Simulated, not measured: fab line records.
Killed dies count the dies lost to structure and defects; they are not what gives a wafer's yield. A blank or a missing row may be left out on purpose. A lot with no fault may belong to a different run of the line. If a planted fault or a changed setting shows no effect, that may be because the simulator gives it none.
Problem report in the 8D (eight disciplines) form, filled by code -- flow berkeley-cmos170 -- the parts of the form that need people (team, actions taken, sign-off) are left out

1. THE ISSUE
Wafers without a fault read 0.858 a.u., standard deviation 0.011; oes-product-au at UCB170_M3_METAL_ETCH_18 reads a mean of 0.809 a.u. on 2 wafers belonging to 2 lots. Measured from the usual mean, that is -4.4 standard deviations.
The step: etches Al in Cl2/BCl3, stops on SiO2, target depth 1170 nm, time 195 s.
Earliest sighting: wafer L609.4 on rie-metal-03 at day 10 21:21. At this step, 42 wafers from 14 lots have a number in the record. The rule behind "out" and "out of limits": a value lying over 4 standard deviations away from the usual mean. The rest of the wafers with a number are treated as sound.

2. WHAT IT IS, WHAT IT ISN'T
question,is,is not
which readings at this step,oes-product-au,"drypump-motor-current-A, rf-fwd-power-W, throttle-valve-pct"
which lots,"L609, L617","L603, L604, L605, L607, L612, L615, L618, L619, L620, L622, L624, L625"
which wafers of those lots,"L609.4, L617.6","L609.3, L609.6, L617.3, L617.5"
read on which tools,rie-metal-03,"rie-metal-02, rie-metal-04"
when,from day 10 21:21,"up to then (20 sound wafers); but 20 sound wafers of L617, L618, L619, L620, L622, L624, L625 came after"

3. SUSPECTS, AND WHAT RULES EACH OUT
Counting: if a tool at a process step up to the reading ran every lot that is out, it stays a suspect. Sound lots after the first of them don't rule it out here, since some wafers of a struck lot are sound.
- rie-metal-03 at UCB170_M3_METAL_ETCH_18 (etches Al in Cl2/BCl3, stops on SiO2, target depth 1170 nm, time 195 s): kept. Every lot that is out went through it, the first being L609 (day 10 21:21); the last sound lot it ran before that was L607 (day 9 19:31). Its own readings are out on those wafers: oes-product-au.
- The sound lot-mates ran in chamber 1 of rie-metal-03 at UCB170_M3_METAL_ETCH_18, but the wafers that are out ran in chamber 0.
Remaining after the count: rie-metal-03 at UCB170_M3_METAL_ETCH_18.

4. THE CAUSE (what the simulator had put in)
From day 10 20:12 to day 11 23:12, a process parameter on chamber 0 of rie-metal-03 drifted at UCB170_M3_METAL_ETCH_18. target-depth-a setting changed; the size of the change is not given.
Counting left only this tool.

5. THE CHAIN OF EFFECTS, in route order
Rows list readings where the struck wafers' mean (over those with a number) sits beyond 3 standard deviations from the usual. Scope: only readings with a usual standard deviation given in the record; hours: median across lots of the time from each lot's start at the first step in this table that gives one to its start at this step; sigmas: change in usual standard deviations.
hours,step,reading,usual,on struck wafers,change,sigmas
0,UCB170_M3_METAL_ETCH_18,oes-product-au,0.858 a.u.,0.809,-0.048,-4.4
1,UCB170_M3_PROBE_99,killed-open,1.3,5.0,+3.7,+3.4
Its process steps:
- UCB170_M3_METAL_ETCH_18: etches Al in Cl2/BCl3, stops on SiO2, target depth 1170 nm, time 195 s.
- UCB170_M3_PROBE_99

6. WHAT WOULD HAVE CAUGHT IT SOONER
In this record the first reading out of limits was taken at day 10 21:21, 1 hour after the fault began at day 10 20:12.
